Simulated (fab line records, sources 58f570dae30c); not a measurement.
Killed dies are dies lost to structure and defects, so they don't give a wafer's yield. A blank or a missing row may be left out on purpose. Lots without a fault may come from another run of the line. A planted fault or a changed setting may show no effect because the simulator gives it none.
fab line records | flow berkeley_cmos170
record lots=7 wafers=21 last_day=11
route steps=331 shown BACKSIDE@203 SDANNEAL@204 PSD@206 NSD@207 PLDD@208 NLDD@209 SILICIDE@210
lots that met no fault: from a run of the same line without faults
start_h: hours from the record's first day to the start of the lot's first wafer shown | wait_h: hours since the lot's step before | " the same as in the row above | L1.1+2: a row that stands for several wafers | - no value, or no start given | * or withheld: withheld | < > ~ a bound
route shown NAME@n: a module of which the file shows steps, and the number in the route of the first | usual: mean/standard deviation of fault-free wafers | same: alike in all rows | chamber/n: place in a boat | sites: the reading at each site | _std_site: their standard deviation | _edge_site: outer sites' mean less inner sites' | radius_mm: how far each site lies from the wafer's centre | mask NAME#n: copy n | behind: the tool/chamber that last shaped the wafer | hold: why the lot was held/for how many hours/how that ended | device: the transistor (n, p or np) that didn't switch | end of line: the same wafers' tests at the end of the route | a step without rows: its recipe alone | killed: dies lost to structure and defects at the first sort, not the wafer's yield | map: a wafer's dies, x killed, . not, _ none there
set.NAME: the setting as run; set.NAME@STEP: as run at that earlier step | model.NAME: the simulator's own value behind a step, which no gauge read
lots at some steps of the route; a table a step, a row a wafer
services: from which hour (start_h, from the record's first day; less than 0 if before it) a tool's chamber was out of use, for how many hours, and why
## steps
# step UCB170_BACKSIDE_CLEAN_04
# recipe chemistry=SPM temp_c=120 time_s=600
# step UCB170_SDANNEAL_RTA_00
# recipe temp_c=900 time_s=10 ambient=N2
# usual lamp_power_pct=28.3/3 wafer_temp_C_max=904.7/1.3
# columns lot.wafer tool chamber start_h wait_h lamp_power_pct wafer_temp_C_max
L361.2 rtp_anneal-01 0 145.72 0.1 25.4 903.8
L361.4 " 0 " " 25.3 903.3
L361.6 " 0 " " 25.3 905.0
L365.1 rtp_anneal-02 0 165.97 0.0 31.3 906.0
L365.2 " 0 " " 31.3 905.0
L365.4 " 0 " " 31.3 905.1
L366.4 rtp_anneal-01 0 172.83 0.0 25.3 903.3
L366.5 " 0 " " 25.4 903.5
L366.6 " 0 " " 25.4 902.9
L368.1 rtp_anneal-02 0 184.69 0.0 31.3 904.1
L368.4 " 0 " " 31.3 905.9
L368.6 " 0 " " 31.2 905.4
L367.3 rtp_anneal-01 0 184.71 0.0 25.3 905.8
L367.5 " 0 " " 25.4 903.6
L367.6 " 0 " " 25.4 903.4
L374.2 rtp_anneal-02 0 208.99 0.0 31.3 905.9
L374.3 " 0 " " 31.3 905.8
L374.6 " 0 " " 31.3 905.1
L383.2 rtp_anneal-02 0 244.26 0.0 31.3 905.5
L383.3 " 0 " " 31.3 905.1
L383.5 " 0 " " 31.2 905.2
# step UCB170_SDANNEAL_RTA_01
# recipe temp_c=1050 time_s=5 ambient=N2
# usual lamp_power_pct=44/4.6 wafer_temp_C_max=1055.2/1.7
# columns lot.wafer tool chamber start_h wait_h lamp_power_pct wafer_temp_C_max
L361.2 rtp_anneal-01 0 145.78 0.1 39 1053.5
L361.4 " 0 " " 39 1053.6
L361.6 " 0 " " 39 1054.4
L365.1 rtp_anneal-02 0 166.03 0.1 48 1057.4
L365.2 " 0 " " 48 1057.1
L365.4 " 0 " " 48 1059.0
L366.4 rtp_anneal-01 0 172.89 0.1 39 1053.6
L366.5 " 0 " " 39 1053.8
L366.6 " 0 " " 39 1053.5
L368.1 rtp_anneal-02 0 184.76 0.1 48 1056.9
L368.4 " 0 " " 48 1054.3
L368.6 " 0 " " 48 1055.7
L367.3 rtp_anneal-01 0 184.78 0.1 39 1053.8
L367.5 " 0 " " 39 1054.5
L367.6 " 0 " " 39 1055.1
L374.2 rtp_anneal-02 0 209.05 0.1 48 1057.7
L374.3 " 0 " " 48 1056.2
L374.6 " 0 " " 48 1058.4
L383.2 rtp_anneal-02 0 244.32 0.1 48 1056.9
L383.3 " 0 " " 48 1057.6
L383.5 " 0 " " 48 1055.5
# step UCB170_SDANNEAL_RS_MEAS_02
# recipe thk_meas_gauge=four-point-probe
# usual PSD_RS=75.6/0.3
# columns lot.wafer tool chamber start_h wait_h PSD_RS[ohm/sq]
L361.2 film_metro-02 - 146.01 0.2 75.4
L361.4 " - " " 75.5
L361.6 " - " " 75.6
L365.1 film_metro-02 - 166.09 0.0 75.3
L365.2 " - " " 75.4
L365.4 " - " " 74.9
L366.4 film_metro-02 - 172.98 0.1 75.8
L366.5 " - " " 76.2
L366.6 " - " " 76.1
L368.1 film_metro-01 - 184.82 0.0 75.2
L368.4 " - " " 75.1
L368.6 " - " " 75.1
L367.3 film_metro-02 - 184.86 0.1 76.3
L367.5 " - " " 75.5
L367.6 " - " " 76.1
L374.2 film_metro-02 - 209.12 0.1 75.8
L374.3 " - " " 75.6
L374.6 " - " " 75.5
L383.2 film_metro-02 - 244.39 0.1 75.5
L383.3 " - " " 75.6
L383.5 " - " " 75.9
# step UCB170_SDANNEAL_RS_MEAS_03
# recipe thk_meas_gauge=four-point-probe
# usual NSD_RS=37.41/0.11
# columns lot.wafer tool chamber start_h wait_h NSD_RS[ohm/sq]
L361.2 film_metro-02 - 146.13 0.1 37.21
L361.4 " - " " 37.26
L361.6 " - " " 37.24
L365.1 film_metro-02 - 166.21 0.1 37.50
L365.2 " - " " 37.51
L365.4 " - " " 37.54
L366.4 film_metro-02 - 173.10 0.1 37.48
L366.5 " - " " 37.48
L366.6 " - " " 37.50
L368.1 film_metro-01 - 184.94 0.1 37.41
L368.4 " - " " 37.37
L368.6 " - " " 37.42
L367.3 film_metro-02 - 184.98 0.1 37.71
L367.5 " - " " 37.70
L367.6 " - " " 37.69
L374.2 film_metro-02 - 209.24 0.1 37.51
L374.3 " - " " 37.48
L374.6 " - " " 37.47
L383.2 film_metro-02 - 244.51 0.1 37.36
L383.3 " - " " 37.57
L383.5 " - " " 37.45
# step UCB170_SDANNEAL_RS_MEAS_04
# recipe thk_meas_gauge=four-point-probe
# usual PLDD_RS=1031.2/2.9
# columns lot.wafer tool chamber start_h wait_h PLDD_RS[ohm/sq]
L361.2 film_metro-02 - 146.25 0.1 1034.6
L361.4 " - " " 1031.1
L361.6 " - " " 1029.9
L365.1 film_metro-02 - 166.33 0.1 1032.5
L365.2 " - " " 1034.6
L365.4 " - " " 1033.8
L366.4 film_metro-02 - 173.22 0.1 1031.8
L366.5 " - " " 1031.1
L366.6 " - " " 1030.2
L368.1 film_metro-01 - 185.06 0.1 1029.3
L368.4 " - " " 1027.1
L368.6 " - " " 1025.4
L367.3 film_metro-02 - 185.10 0.1 1032.9
L367.5 " - " " 1035.6
L367.6 " - " " 1038.1
L374.2 film_metro-02 - 209.36 0.1 1030.2
L374.3 " - " " 1027.6
L374.6 " - " " 1029.0
L383.2 film_metro-02 - 244.63 0.1 1033.4
L383.3 " - " " 1032.9
L383.5 " - " " 1032.5
# step UCB170_SDANNEAL_RS_MEAS_05
# recipe thk_meas_gauge=four-point-probe
# usual NLDD_RS=620.5/1.6
# columns lot.wafer tool chamber start_h wait_h NLDD_RS[ohm/sq]
L361.2 film_metro-02 - 146.37 0.1 622.6
L361.4 " - " " 623.3
L361.6 " - " " 621.1
L365.1 film_metro-02 - 166.45 0.1 619.1
L365.2 " - " " 620.0
L365.4 " - " " 621.7
L366.4 film_metro-02 - 173.34 0.1 620.8
L366.5 " - " " 621.0
L366.6 " - " " 619.1
L368.1 film_metro-01 - 185.18 0.1 618.1
L368.4 " - " " 617.8
L368.6 " - " " 619.0
L367.3 film_metro-02 - 185.22 0.1 620.7
L367.5 " - " " 621.5
L367.6 " - " " 621.9
L374.2 film_metro-02 - 209.48 0.1 622.1
L374.3 " - " " 621.0
L374.6 " - " " 621.0
L383.2 film_metro-02 - 244.75 0.1 622.7
L383.3 " - " " 623.9
L383.5 " - " " 623.2
# step UCB170_SILICIDE_PRE_CLEAN_00
# recipe gas=Ar preclean_etch_time_s=60
# step UCB170_SILICIDE_SPUTTER_01
# recipe material=Ti target_thk_nm=30 time_s=26.11 power_w=1500 chamber_pressure_pa=0.5
# usual throttle_valve_pct=30.1/1
# columns lot.wafer tool chamber start_h wait_h throttle_valve_pct
L361.2 pvd_sputter-01 - 146.54 0.0 31.6
L361.4 " - " " 29.6
L361.6 " - " " 29.9
L365.1 pvd_sputter-01 - 166.64 0.0 31.0
L365.2 " - " " 28.3
L365.4 " - " " 29.8
L366.4 pvd_sputter-02 - 173.47 0.0 29.7
L366.5 " - " " 30.2
L366.6 " - " " 29.7
L367.3 pvd_sputter-01 - 185.36 0.0 30.1
L367.5 " - " " 28.2
L367.6 " - " " 31.3
L368.1 pvd_sputter-03 - 185.36 0.0 31.2
L368.4 " - " " 28.7
L368.6 " - " " 28.8
L374.2 pvd_sputter-03 - 209.65 0.0 30.1
L374.3 " - " " 28.9
L374.6 " - " " 31.3
L383.2 pvd_sputter-02 - 244.92 0.0 29.9
L383.3 " - " " 30.5
L383.5 " - " " 29.7
# step UCB170_SILICIDE_RS_MEAS_02
# recipe thk_meas_gauge=four-point-probe reads=Ti_of_SILICIDE_SPUTTER_01
# usual SILICIDE_TI_RS=24.6/0.33
# columns lot.wafer tool chamber start_h wait_h SILICIDE_TI_RS[ohm/sq]
L361.2 film_metro-04 - 146.59 0.0 24.6
L361.4 " - " " 24.8
L361.6 " - " " 25.3
L365.1 film_metro-04 - 166.67 0.0 24.7
L365.2 " - " " 24.3
L365.4 " - " " 24.7
L366.4 film_metro-04 - 173.56 0.1 24.4
L366.5 " - " " 24.6
L366.6 " - " " 24.5
L368.1 film_metro-04 - 185.39 0.0 24.9
L368.4 " - " " 24.6
L368.6 " - " " 24.7
L367.3 film_metro-01 - 185.43 0.1 24.4
L367.5 " - " " 24.0
L367.6 " - " " 24.0
L374.2 film_metro-04 - 209.70 0.0 24.2
L374.3 " - " " 24.3
L374.6 " - " " 24.6
L383.2 film_metro-04 - 244.97 0.0 24.9
L383.3 " - " " 25.1
L383.5 " - " " 25.1
# step UCB170_SILICIDE_THK_MEAS_03
# recipe thk_meas_gauge=xrf reads=Ti_of_SILICIDE_SPUTTER_01
# usual SILICIDE_TI_THK=31.4/0.4
# columns lot.wafer tool chamber start_h wait_h SILICIDE_TI_THK[nm]
L361.2 film_metro-04 - 146.70 0.1 31.7
L361.4 " - " " 31.3
L361.6 " - " " 30.7
L365.1 film_metro-04 - 166.79 0.1 31.4
L365.2 " - " " 32.0
L365.4 " - " " 31.5
L366.4 film_metro-04 - 173.65 0.1 31.6
L366.5 " - " " 31.6
L366.6 " - " " 31.6
L368.1 film_metro-04 - 185.51 0.1 31.2
L368.4 " - " " 31.5
L368.6 " - " " 31.3
L367.3 film_metro-01 - 185.53 0.1 31.5
L367.5 " - " " 32.1
L367.6 " - " " 32.2
L374.2 film_metro-04 - 209.81 0.1 32.2
L374.3 " - " " 32.1
L374.6 " - " " 31.8
L383.2 film_metro-04 - 245.08 0.1 31.1
L383.3 " - " " 30.9
L383.5 " - " " 31.0
# step UCB170_SILICIDE_RTA_04
# recipe temp_c=650 time_s=15 ambient=N2
# usual lamp_power_pct=12.1/1.3 wafer_temp_C_max=653.3/1.1
# columns lot.wafer tool chamber start_h wait_h lamp_power_pct wafer_temp_C_max
L361.2 rtp_anneal-02 0 146.76 0.1 13.4 654.1
L361.4 " 0 " " 13.4 654.1
L361.6 " 0 " " 13.4 653.3
L365.1 rtp_anneal-02 0 166.85 0.1 13.4 654.0
L365.2 " 0 " " 13.4 656.4
L365.4 " 0 " " 13.4 654.3
L366.4 rtp_anneal-02 0 173.72 0.1 13.4 653.9
L366.5 " 0 " " 13.4 652.8
L366.6 " 0 " " 13.4 655.0
L368.1 rtp_anneal-02 0 185.57 0.1 13.4 654.9
L368.4 " 0 " " 13.4 653.5
L368.6 " 0 " " 13.4 654.5
L367.3 rtp_anneal-01 0 185.60 0.1 10.9 652.7
L367.5 " 0 " " 10.9 652.1
L367.6 " 0 " " 10.9 652.8
L374.2 rtp_anneal-01 0 209.87 0.1 10.9 651.1
L374.3 " 0 " " 10.9 651.5
L374.6 " 0 " " 10.9 653.7
L383.2 rtp_anneal-01 0 245.14 0.1 10.9 652.7
L383.3 " 0 " " 10.9 652.3
L383.5 " 0 " " 10.9 652.1
# step UCB170_SILICIDE_WET_ETCH_05
# recipe chemistry=SPM time_s=45 temp_c=120 target=Ti
# usual bath_guard_temp_C=119.8/0.47 bath_heat_duty_pct=13.5/1.3 temp_c=120.02/0.14
# columns lot.wafer tool chamber start_h wait_h bath_guard_temp_C bath_heat_duty_pct temp_c
L361.2 wet_bench-04 2 146.82 0.1 119.7 14.8 120.14
L361.4 " 2 " " 120.0 14.4 120.30
L361.6 " 2 " " 119.9 15.0 119.95
L365.1 wet_bench-01 0 166.92 0.1 - - -
L365.2 " 0 " " - - -
L365.4 " 0 " " - - -
L366.4 wet_bench-02 3 173.76 0.0 - - -
L366.5 " 3 " " - - -
L366.6 " 3 " " - - -
L367.3 wet_bench-02 0 185.65 0.0 - - -
L367.5 " 0 " " - - -
L367.6 " 0 " " - - -
L368.1 wet_bench-02 1 185.65 0.1 119.1 12.6 120.07
L368.4 " 1 " " 119.2 13.8 120.18
L368.6 " 1 " " 119.7 13.3 120.19
L374.2 wet_bench-01 2 209.93 0.1 119.7 13.1 120.15
L374.3 " 2 " " 119.9 12.3 120.14
L374.6 " 2 " " 120.0 13.1 120.10
L383.2 wet_bench-02 2 245.20 0.1 119.7 15.1 119.97
L383.3 " 2 " " 119.9 13.3 119.95
L383.5 " 2 " " 120.0 14.4 119.88
## services
# columns tool chamber start_h hours kind
pvd_sputter-02 - 215.22 1.0 repair
## key
first_sign step=UCB170_SILICIDE_WET_ETCH_05 reading=tool_record direction=missing
effect none on later readings
met_at UCB170_SILICIDE_WET_ETCH_05
struck_wafers L365.1,L365.2,L365.4,L366.4,L366.5,L366.6,L367.3,L367.5,L367.6
later_rows_left_out L365.1,L365.2,L365.4,L366.4,L366.5,L366.6,L367.3,L367.5,L367.6
sort_left_out L365.1,L365.2,L365.4,L366.4,L366.5,L366.6,L367.3,L367.5,L367.6
tester_left_out L365,L366,L367
fault kind=skipped_step_whole tool=wet_bench-01,wet_bench-02 chamber=- onset_h=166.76 steps=UCB170_SILICIDE_WET_ETCH_05 scope=struck_lots_only
# tester_left_out: of these lots the tester's yield and bins aren't shown, on N5 and GAA mostly nor the transistor test; their killed dies are dies lost to structure and defects alone, not to doping, threshold or leakage, so they don't give the yield
# sort_left_out: the simulated sort isn't trusted on such a fault, so these wafers' sort isn't shown, and their yield isn't known
# later_rows_left_out: the simulator's readings of these wafers behind a module that went badly wrong aren't trusted and aren't shown, but for the sort
